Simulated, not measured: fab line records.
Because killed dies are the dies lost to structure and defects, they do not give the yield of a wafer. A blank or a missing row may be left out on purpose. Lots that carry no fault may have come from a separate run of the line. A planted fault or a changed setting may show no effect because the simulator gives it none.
A struck lot beside a sound one :: flow berkeley cmos170 :: 14 steps out of a route of 331
Sound: wafers L324.2, L324.5, L324.6. The struck wafers were L332.1, L332.2, L332.3. The cause comes at the end.
Each step with rows lists, per side, the tool, then ch with its chambers, then its first start. Under that, the readings that differ: sound wafers :: struck wafers :: difference of the means :: sigmas: that difference in standard deviations of wafers without a fault.
alike: same words and numbers on both sides, and readings whose means sit less than 2 such deviations apart. not compared: any withheld reading, any reading some wafer has no value for, any bound like >300 that may hide the same value, and any number with overlapping values for which the record gives no deviation.
The two part at a step that has a row with sigmas, a row that says differs or no value, or rows on one side only. Numbers that have no deviation but don't overlap get no sigmas and don't part them. A reading missing from all wafers of one side parts the sides only when that side holds two or more wafers.

first, 1 step without rows for these wafers: UCB170_FIELD_WET_ETCH_06 (etches SiO2 in BOE, time 22 s).
UCB170_FIELD_THK_MEAS_90:
  sound on film metro-03, day 6 14:50; struck on film metro-01, day 8 09:28
  alike: FIELD_OXIDE_LEFT_1_THK
then, 2 steps without rows for these wafers: UCB170_SACOX_CLEAN_00 (cleans in dHF, time 7.5 s); UCB170_SACOX_OXIDATION_01 (target thk 14.4 nm, ox time 2514 s).
UCB170_SACOX_THK_MEAS_02:
  sound on film metro-04, day 6 19:07; struck on film metro-01, day 8 13:34
  alike: SACOX_OXIDE_THK
then, 2 steps without rows for these wafers: UCB170_SCREENOX_WET_ETCH_00 (etches SiO2 in dHF, time 200 s); UCB170_SCREENOX_OXIDATION_01 (target thk 14.4 nm, ox time 2400 s).
UCB170_SCREENOX_THK_MEAS_02:
  sound on film metro-02, day 6 22:10; struck on film metro-01, day 8 18:10
  alike: SCREENOX_OXIDE_THK
then, 4 steps without rows for these wafers: UCB170_SCREENOX_ANNEAL_03 (time 900 s); UCB170_NVT_HMDS_00 (prime time 60 s); UCB170_NVT_COAT_01 (resist thk 900 nm); UCB170_NVT_SOFTBAKE_02 (time 60 s).
UCB170_NVT_EXPOSE_03: exposes mask PWELL, target cd 3000 nm.
  sound on krf scanner-02 ch 0, day 7 02:47; struck on krf scanner-01, day 8 22:34
  no value came back on the struck wafers for exposure dose mJ cm2, focus offset nm (nm); on the sound wafers exposure dose mJ cm2 reads 29.983 29.973 30.006
  alike: mask
then, 1 step without rows for these wafers: UCB170_NVT_PEB_04.

## WHERE THEY PART
At UCB170_NVT_EXPOSE_03 and nowhere else, as far as this record goes.

WHY: what the simulator had put in
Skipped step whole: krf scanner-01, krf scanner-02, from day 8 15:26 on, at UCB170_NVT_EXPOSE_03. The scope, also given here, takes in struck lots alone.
